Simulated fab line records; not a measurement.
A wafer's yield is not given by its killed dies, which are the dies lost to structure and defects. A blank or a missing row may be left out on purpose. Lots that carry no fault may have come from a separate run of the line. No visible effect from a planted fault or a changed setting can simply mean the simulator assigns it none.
Which tool was responsible?	flow rit cmos	14 lots, 42 wafers sampled, at 2 steps of a route of 202

== WHAT THE GAUGES READ, wafer by wafer ==
The record holds no reading of a measuring or inspecting step that can be judged against a usual standard deviation.

== WHAT TOOL EACH LOT RAN ON (gives the tool, then ch and the chambers of the sampled wafers, and finally the start) ==
lot	RIT_CONTACT_SOFTBAKE_04	RIT_M1_PROBE_99
L216	litho track-01 ch 0, day 3 07:17	prober-01, day 3 13:32
L217	litho track-04 ch 0, day 3 09:56	prober-02, day 3 15:55
L219	litho track-03 ch 0, day 3 22:08	prober-02, day 4 04:02
L220	litho track-03 ch 0, day 4 01:50	prober-01, day 4 07:47
L221	litho track-04 ch 0, day 4 05:58	prober-02, day 4 12:27
L222	litho track-03 ch 0, day 4 10:35	prober-01, day 4 16:59
L223	litho track-01 ch 0, day 4 14:32	prober-02, day 4 20:34
L224	litho track-03 ch 0, day 4 23:25	prober-01, day 5 05:44
L225	litho track-01 ch 0, day 5 06:59	prober-02, day 5 13:23
L226	litho track-03 ch 0, day 5 10:04	prober-01, day 5 16:19
L227	litho track-01 ch 0, day 5 12:10	prober-02, day 5 18:38
L231	litho track-03 ch 0, day 6 09:14	prober-02, day 6 15:25
L232	litho track-03 ch 0, day 6 14:49	prober-01, day 6 20:44
L236	litho track-01 ch 0, day 7 12:11	prober-01, day 7 18:22
- RIT_CONTACT_SOFTBAKE_04: time 60 s.
- RIT_M1_PROBE_99

== WHAT THE TOOLS THEMSELVES READ (means of the sampled wafers that have a number; where no wafer has one, the mark that the record gives instead) ==
RIT_CONTACT_SOFTBAKE_04.
lot	tool	run length s (s)
L216	litho track-01	88.98
L217	litho track-04	89.41
L219	litho track-03	89.41
L220	litho track-03	89.38
L221	litho track-04	89.43
L222	litho track-03	89.39
L223	litho track-01	88.87
L224	litho track-03	89.37
L225	litho track-01	88.95
L226	litho track-03	89.41
L227	litho track-01	88.96
L231	litho track-03	92.13
L232	litho track-03	92.00
L236	litho track-01	88.99

RIT_M1_PROBE_99.
lot	tool	killed_at_M0_to_M3	killed at contacts	killed at front end	killed dies	killed open	killed short
L216	prober-01	0.0	0.3	8	9	4.3	4.3
L217	prober-02	0.0	0.0	8	8	3.7	4.3
L219	prober-02	0.0	0.0	10	10	5.3	4.3
L220	prober-01	0.0	0.0	10	10	5.0	5.3
L221	prober-02	0.0	0.3	4	4	2.3	2.0
L222	prober-01	0.0	0.0	4	4	0.7	3.0
L223	prober-02	0.0	0.0	8	8	4.0	4.0
L224	prober-01	0.3	0.0	7	7	4.0	2.7
L225	prober-02	0.0	0.3	9	10	5.3	4.3
L226	prober-01	0.0	0.0	7	7	3.0	4.3
L227	prober-02	0.0	0.3	5	5	3.3	2.0
L231	prober-02	0.0	0.0	7	7	4.7	2.0
L232	prober-01	0.0	0.0	5	5	3.0	2.3
L236	prober-01	0.0	0.0	4	4	2.7	1.3

== THE ANSWER, worked out from the rows above alone ==
Rule: what is usual is taken from the lots themselves. The widest of any qualifying gaps counts: lots, ordered by their means at a reading, are off when they make up no more than a third of the lots, leave a main group of 4 or more, and stand apart from it by 3 or more times the standard deviation of that group's means. The tables above print the reading to a certain number of digits; a main group whose means all agree to those digits is not used. A lot without any number at a reading at which 4 lots or more have one is off too. Where the step has rows for the other lots, those lots are counted as sound. The gauges are gone through in route order, then the tools' own readings, and for those a lot's mean is taken as printed above. At the first step where some lot is off, the reading lying furthest off is the one used; lots without a number count as furthest.
Off, at RIT_CONTACT_SOFTBAKE_04 on run length s: L231, L232. Mean 89.21 s and standard deviation 0.22 in the main group.
A tool fits if, at that step or a process step before it, it ran every lot that is off, and no sound lot after the first of them. One fits: litho track-03 at RIT_CONTACT_SOFTBAKE_04. Its last sound lot is L226 (day 5 10:04), its first lot that is off L231 (day 6 09:14): a fault that began between those two fits.
On the lots that are off, the tool's own readings at RIT_CONTACT_SOFTBAKE_04 differ by more than 5 times the standard deviation of the sound lots' means, which bears it out; run length s reads 92.06 s there versus 89.21 s on the sound lots.

== WHAT THE SIMULATOR PUT IN ==
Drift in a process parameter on litho track-03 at RIT_CONTACT_SOFTBAKE_04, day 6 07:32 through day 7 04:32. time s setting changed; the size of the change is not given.
Lots struck among those shown: L231, L232. The same result came from the rule above.
